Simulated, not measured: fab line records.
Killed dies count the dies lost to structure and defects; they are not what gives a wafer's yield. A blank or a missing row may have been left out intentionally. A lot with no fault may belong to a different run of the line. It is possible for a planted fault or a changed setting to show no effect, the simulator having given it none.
Split-lot experiment / flow berkeley cmos170 / route with 331 steps; 5 lots, 23 wafers read

THE SPLIT ITSELF
At UCB170_M1_SPUTTER_00 (material Al, target thk 600 nm, time 80 s), the setting time s was moved away from the recipe's 80 s on 9 of the 23 wafers read, by -12.0% to +14.2%. For the rest of the wafers, this setting stayed at what the recipe calls for.

FROM THE SPLIT TO THE READING: what the file shows between them, 6 steps
- UCB170_M1_RS_MEAS_01: measures by four-point-probe
- UCB170_M1_THK_MEAS_02: measures by xrf
- UCB170_M1_COAT_04: resist thk 900 nm (also split here: resist thk nm)
- UCB170_M1_SOFTBAKE_05: time 60 s
- UCB170_M1_EXPOSE_06: exposes mask METAL1, target cd 700 nm
- UCB170_M1_ETCH_11: etches BARC in N2/H2

THE READING
oes product au, in a.u., at UCB170_M1_METAL_ETCH_12 (etches Al in Cl2/BCl3, stops on PSG, target depth 780 nm, time 130 s). A value of 0.842 a.u. with a standard deviation of 0.019 a.u. is what fault-free wafers of this fab line usually give.

wafer=L074.1; tool, chamber at the split=pvd sputter-03, -; time s as run, s=80; against the recipe=recipe; oes product au, a.u.=0.864; against lot-mates on the recipe=-
wafer=L074.5; tool, chamber at the split=pvd sputter-03, -; time s as run, s=80; against the recipe=recipe; oes product au, a.u.=0.859; against lot-mates on the recipe=-
wafer=L074.6; tool, chamber at the split=pvd sputter-03, -; time s as run, s=80; against the recipe=recipe; oes product au, a.u.=0.825; against lot-mates on the recipe=-
wafer=L076.1; tool, chamber at the split=pvd sputter-04, -; time s as run, s=80; against the recipe=recipe; oes product au, a.u.=0.836; against lot-mates on the recipe=-
wafer=L076.3; tool, chamber at the split=pvd sputter-04, -; time s as run, s=80; against the recipe=recipe; oes product au, a.u.=0.835; against lot-mates on the recipe=-
wafer=L076.4; tool, chamber at the split=pvd sputter-04, -; time s as run, s=80; against the recipe=recipe; oes product au, a.u.=0.827; against lot-mates on the recipe=-
wafer=L076.5; tool, chamber at the split=pvd sputter-04, -; time s as run, s=70.43; against the recipe=-12.0%; oes product au, a.u.=0.771; against lot-mates on the recipe=-0.062
wafer=L076.6; tool, chamber at the split=pvd sputter-04, -; time s as run, s=70.43; against the recipe=-12.0%; oes product au, a.u.=0.780; against lot-mates on the recipe=-0.053
wafer=L083.1; tool, chamber at the split=pvd sputter-01, -; time s as run, s=88.35; against the recipe=+10.4%; oes product au, a.u.=0.898; against lot-mates on the recipe=+0.060
wafer=L083.3; tool, chamber at the split=pvd sputter-01, -; time s as run, s=80; against the recipe=recipe; oes product au, a.u.=0.827; against lot-mates on the recipe=-
wafer=L083.4; tool, chamber at the split=pvd sputter-01, -; time s as run, s=80; against the recipe=recipe; oes product au, a.u.=0.849; against lot-mates on the recipe=-
wafer=L083.5; tool, chamber at the split=pvd sputter-01, -; time s as run, s=88.35; against the recipe=+10.4%; oes product au, a.u.=0.889; against lot-mates on the recipe=+0.051
wafer=L083.6; tool, chamber at the split=pvd sputter-01, -; time s as run, s=88.35; against the recipe=+10.4%; oes product au, a.u.=0.881; against lot-mates on the recipe=+0.043
wafer=L085.1; tool, chamber at the split=pvd sputter-04, -; time s as run, s=73.42; against the recipe=-8.2%; oes product au, a.u.=0.832; against lot-mates on the recipe=+0.004
wafer=L085.2; tool, chamber at the split=pvd sputter-04, -; time s as run, s=80; against the recipe=recipe; oes product au, a.u.=0.830; against lot-mates on the recipe=-
wafer=L085.4; tool, chamber at the split=pvd sputter-04, -; time s as run, s=80; against the recipe=recipe; oes product au, a.u.=0.827; against lot-mates on the recipe=-
wafer=L085.5; tool, chamber at the split=pvd sputter-04, -; time s as run, s=73.42; against the recipe=-8.2%; oes product au, a.u.=0.828; against lot-mates on the recipe=+0.000
wafer=L085.6; tool, chamber at the split=pvd sputter-04, -; time s as run, s=80; against the recipe=recipe; oes product au, a.u.=0.826; against lot-mates on the recipe=-
wafer=L084.1; tool, chamber at the split=pvd sputter-04, -; time s as run, s=91.35; against the recipe=+14.2%; oes product au, a.u.=0.918; against lot-mates on the recipe=+0.074
wafer=L084.2; tool, chamber at the split=pvd sputter-04, -; time s as run, s=80; against the recipe=recipe; oes product au, a.u.=0.834; against lot-mates on the recipe=-
wafer=L084.4; tool, chamber at the split=pvd sputter-04, -; time s as run, s=80; against the recipe=recipe; oes product au, a.u.=0.847; against lot-mates on the recipe=-
wafer=L084.5; tool, chamber at the split=pvd sputter-04, -; time s as run, s=80; against the recipe=recipe; oes product au, a.u.=0.852; against lot-mates on the recipe=-
wafer=L084.6; tool, chamber at the split=pvd sputter-04, -; time s as run, s=91.35; against the recipe=+14.2%; oes product au, a.u.=0.900; against lot-mates on the recipe=+0.056

THE FIT
A straight line over all 23 wafers: oes product au changes by +0.00451 a.u. for each +1% of time s; r = +0.92; the points scatter about the line by 0.014 a.u.
The same after taking each lot's own level away (the mean of its wafers on the recipe; 23 wafers): +0.00408 a.u. for each +1%; r = +0.90; scatter 0.014 a.u.
Per that fit: largest time s move, reading shift of 0.058 a.u.
From 0.8277 to 0.8493 a.u.: that is the span of the lots' own levels, equal to 1.1 times the standard deviation above.
Hence the slope depends on the lot-to-lot level, as the two fits are not the same.
Check: for one of the wafers moved furthest among these (+14.2%), held out of the fit, the line's prediction against its lot-mates is +0.059 a.u. It came out at +0.0737 a.u. against them.

FURTHER SPLITS ON THESE WAFERS
These wafers also went through other splits before the reading. Each is held against what the fit with the lots' levels taken away leaves over:
other split on the same wafers=UCB170_GATE_ETCH_14 pressure mtorr; wafers away from the commonest value=15; r with oes product au (lot level and that fit taken away)=+0.21
other split on the same wafers=UCB170_NLDD_IMPLANT_08 energy kev; wafers away from the commonest value=9; r with oes product au (lot level and that fit taken away)=+0.38
other split on the same wafers=UCB170_SPACER_CVD_00 time s; wafers away from the commonest value=8; r with oes product au (lot level and that fit taken away)=-0.23
other split on the same wafers=UCB170_NSD_STRIP_09 power w; wafers away from the commonest value=8; r with oes product au (lot level and that fit taken away)=+0.09
other split on the same wafers=UCB170_M1_COAT_04 resist thk nm; wafers away from the commonest value=7; r with oes product au (lot level and that fit taken away)=-0.14

THE WHOLE CHAIN: every reading that the file lists as answering this split, in the file's order
step=UCB170_M1_SPUTTER_00; what it does=material Al, target thk 600 nm, time 80 s; reading=Al_of_M1_SPUTTER_00.thk nm (the simulator's own value, which no gauge read); change (the file's fit)=+6.01 nm for each +1% of the setting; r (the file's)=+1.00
step=UCB170_M1_RS_MEAS_01; what it does=measures by four-point-probe; reading=M1_AL_RS; change (the file's fit)=-0.000493 for each +1% of the setting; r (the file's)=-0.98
step=UCB170_M1_THK_MEAS_02; what it does=measures by xrf; reading=M1_AL_THK; change (the file's fit)=+5.98 for each +1% of the setting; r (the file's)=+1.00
step=UCB170_M1_METAL_ETCH_12; what it does=etches Al in Cl2/BCl3, stops on PSG, target depth 780 nm, time 130 s; reading=oes product au; change (the file's fit)=+0.00405 a.u. for each +1% of the setting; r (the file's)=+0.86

FILE'S OWN FIT
oes product au changes by +0.00405 a.u. for each +1% of time s, r = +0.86.
